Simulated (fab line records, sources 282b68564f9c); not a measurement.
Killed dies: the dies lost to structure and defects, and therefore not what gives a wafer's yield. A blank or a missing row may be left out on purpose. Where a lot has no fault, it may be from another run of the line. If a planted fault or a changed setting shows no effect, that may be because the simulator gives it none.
The tool behind it: which one? -- flow ritCmos -- 42 wafers from 14 lots sampled at 5 of the route's 202 steps

WHAT THE GAUGES SHOWED, per wafer
RIT_SILICIDE_RS_MEAS_02: uses a four-point probe to measure.
lot,measured,on,SILICIDE_TI_RS (ohm/sq)
L907,day 3 02:07,filmMetro-02,47.8 48.1 47.9
L910,day 3 17:38,filmMetro-02,48.2 47.9 47.6
L912,day 4 02:49,filmMetro-03,47.2 47.2 47.8
L913,day 4 08:20,filmMetro-01,47.8 48.8 47.2
L914,day 4 12:52,filmMetro-01,47.5 48.0 48.3
L915,day 4 18:41,filmMetro-02,47.3 48.5 46.7
L916,day 4 22:46,filmMetro-03,48.1 48.0 47.8
L918,day 5 08:59,filmMetro-02,20.6 20.3 20.3
L919,day 5 15:46,filmMetro-02,20.2 20.5 20.4
L924,day 6 16:16,filmMetro-02,49.0 48.6 49.4
L926,day 7 00:49,filmMetro-02,47.8 47.9 47.9
L927,day 7 06:31,filmMetro-02,47.5 46.5 47.8
L929,day 7 18:24,filmMetro-02,45.5 46.7 47.5
L930,day 7 22:23,filmMetro-02,48.9 48.3 48.5

RIT_SILICIDE_THK_MEAS_03: measures by xrf.
lot,measured,on,SILICIDE_TI_THK (nm)
L907,day 3 02:14,filmMetro-02,30.2 30.1 30.2
L910,day 3 17:46,filmMetro-02,30.1 30.3 30.3
L912,day 4 02:55,filmMetro-03,30.3 30.3 30.0
L913,day 4 08:26,filmMetro-01,30.1 29.5 30.5
L914,day 4 12:59,filmMetro-01,30.3 29.8 29.8
L915,day 4 18:48,filmMetro-02,30.5 30.0 31.0
L916,day 4 22:52,filmMetro-03,30.0 30.0 30.2
L918,day 5 09:06,filmMetro-02,60.0 60.6 60.5
L919,day 5 15:52,filmMetro-02,60.6 60.0 60.2
L924,day 6 16:23,filmMetro-02,29.8 29.7 29.5
L926,day 7 00:56,filmMetro-02,30.1 30.3 30.1
L927,day 7 06:38,filmMetro-02,30.4 30.8 30.2
L929,day 7 18:31,filmMetro-02,31.3 30.7 30.3
L930,day 7 22:29,filmMetro-02,29.6 30.1 29.8

RIT_CONTACT_OVL_MEAS_09.
lot,measured,on,CONTACT_OVL (nm)
L907,day 3 03:53,overlay-02,-0.2 0.8 0.3
L910,day 3 19:20,overlay-02,-0.4 -1.3 -1.7
L912,day 4 04:21,overlay-01,-1.0 0.1 -2.1
L913,day 4 09:56,overlay-02,-2.9 0.3 -0.1
L914,day 4 14:37,overlay-02,-1.5 0.4 -1.7
L915,day 4 20:16,overlay-02,1.3 1.2 0.6
L916,day 5 00:17,overlay-02,-0.1 2.3 0.3
L918,day 5 10:47,overlay-02,-2.2 -0.6 0.3
L919,day 5 17:38,overlay-01,-1.0 -2.0 -1.1
L924,day 6 17:49,overlay-01,1.4 1.2 0.4
L926,day 7 02:26,overlay-02,-1.9 0.2 0.1
L927,day 7 08:11,overlay-01,-2.2 -0.7 0.1
L929,day 7 20:05,overlay-01,-1.3 -1.9 -2.0
L930,day 7 23:55,overlay-02,-0.4 0.1 -0.7

EACH LOT AND THE TOOL THAT RAN IT (in order: tool; ch and the chambers of the sampled wafers; start)
lot,RIT_SILICIDE_SPUTTER_01,RIT_SILICIDE_RTA_06
L907,"pvdSputter-03, day 3 01:58","rtpAnneal-02 ch 0, day 3 02:28"
L910,"pvdSputter-02, day 3 17:29","rtpAnneal-01 ch 0, day 3 17:56"
L912,"pvdSputter-02, day 4 02:38","rtpAnneal-01 ch 0, day 4 03:05"
L913,"pvdSputter-03, day 4 08:10","rtpAnneal-02 ch 0, day 4 08:41"
L914,"pvdSputter-02, day 4 12:43","rtpAnneal-01 ch 0, day 4 13:10"
L915,"pvdSputter-03, day 4 18:32","rtpAnneal-02 ch 0, day 4 18:58"
L916,"pvdSputter-02, day 4 22:34","rtpAnneal-01 ch 0, day 4 23:02"
L918,"pvdSputter-02, day 5 08:30","rtpAnneal-01 ch 0, day 5 09:16"
L919,"pvdSputter-03, day 5 15:15","rtpAnneal-02 ch 0, day 5 16:02"
L924,"pvdSputter-02, day 6 16:07","rtpAnneal-01 ch 0, day 6 16:33"
L926,"pvdSputter-02, day 7 00:40","rtpAnneal-01 ch 0, day 7 01:08"
L927,"pvdSputter-03, day 7 06:22","rtpAnneal-02 ch 0, day 7 06:48"
L929,"pvdSputter-03, day 7 18:15","rtpAnneal-02 ch 0, day 7 18:41"
L930,"pvdSputter-02, day 7 22:13","rtpAnneal-01 ch 0, day 7 22:40"
- RIT_SILICIDE_SPUTTER_01: material Ti, target thk 30 nm, time 240 s.
- RIT_SILICIDE_RTA_06: time 10 s, ramp up 5 s, ramp down 10 s.

AS READ BY THE TOOLS THEMSELVES (means over the sampled wafers that have a number; for cases with no such wafer, the mark the record gives instead)
RIT_SILICIDE_SPUTTER_01.
lot,tool,throttleValvePct (%)
L907,pvdSputter-03,29.5
L910,pvdSputter-02,30.2
L912,pvdSputter-02,31.2
L913,pvdSputter-03,30.0
L914,pvdSputter-02,31.2
L915,pvdSputter-03,29.3
L916,pvdSputter-02,30.3
L918,pvdSputter-02,31.3
L919,pvdSputter-03,29.5
L924,pvdSputter-02,31.4
L926,pvdSputter-02,31.2
L927,pvdSputter-03,30.0
L929,pvdSputter-03,29.3
L930,pvdSputter-02,30.6

RIT_SILICIDE_RTA_06.
lot,tool,annealTempCMax,wafer_temp_C_max
L907,rtpAnneal-02,753.5,753.3
L910,rtpAnneal-01,752.4,752.5
L912,rtpAnneal-01,752.4,752.1
L913,rtpAnneal-02,754.1,753.3
L914,rtpAnneal-01,751.5,752.2
L915,rtpAnneal-02,754.3,754.1
L916,rtpAnneal-01,751.6,752.5
L918,rtpAnneal-01,752.1,752.9
L919,rtpAnneal-02,754.1,754.6
L924,rtpAnneal-01,751.9,752.9
L926,rtpAnneal-01,751.9,752.3
L927,rtpAnneal-02,754.4,754.9
L929,rtpAnneal-02,753.9,754.7
L930,rtpAnneal-01,752.5,752.8

THE ANSWER, worked out from the rows above alone
Rule: usual is defined by the lots themselves. The widest of any qualifying gaps counts: lots, ordered by their means at a reading, are off when they make up no more than a third of the lots, leave a main group of 4 or more, and stand apart from it by 3 or more times the standard deviation of that group's means. A main group whose means are all the same, to the digits that the tables above print for the reading, isn't used. Also off: a lot with no number at a reading for which 4 or more lots have one. All remaining lots with rows at the step are treated as sound. Order of review: gauges by route order, followed by the tools' own readings, for which a lot's mean as printed above is used. The first step at which some lot is off is used, and at that step the reading that is off furthest; a lot without a number counts as furthest.
Off: L918, L919, at RIT_SILICIDE_RS_MEAS_02 (SILICIDE_TI_RS). The main group: mean 47.8 ohm/sq, standard deviation 0.59.
A tool fits if, at a process step before that reading, it ran every lot that is off, and no sound lot after the first of them. The gauges at RIT_SILICIDE_RS_MEAS_02 are tried like those tools. Not one of the candidates tried fits.

WHAT THE SIMULATOR HAD INSERTED
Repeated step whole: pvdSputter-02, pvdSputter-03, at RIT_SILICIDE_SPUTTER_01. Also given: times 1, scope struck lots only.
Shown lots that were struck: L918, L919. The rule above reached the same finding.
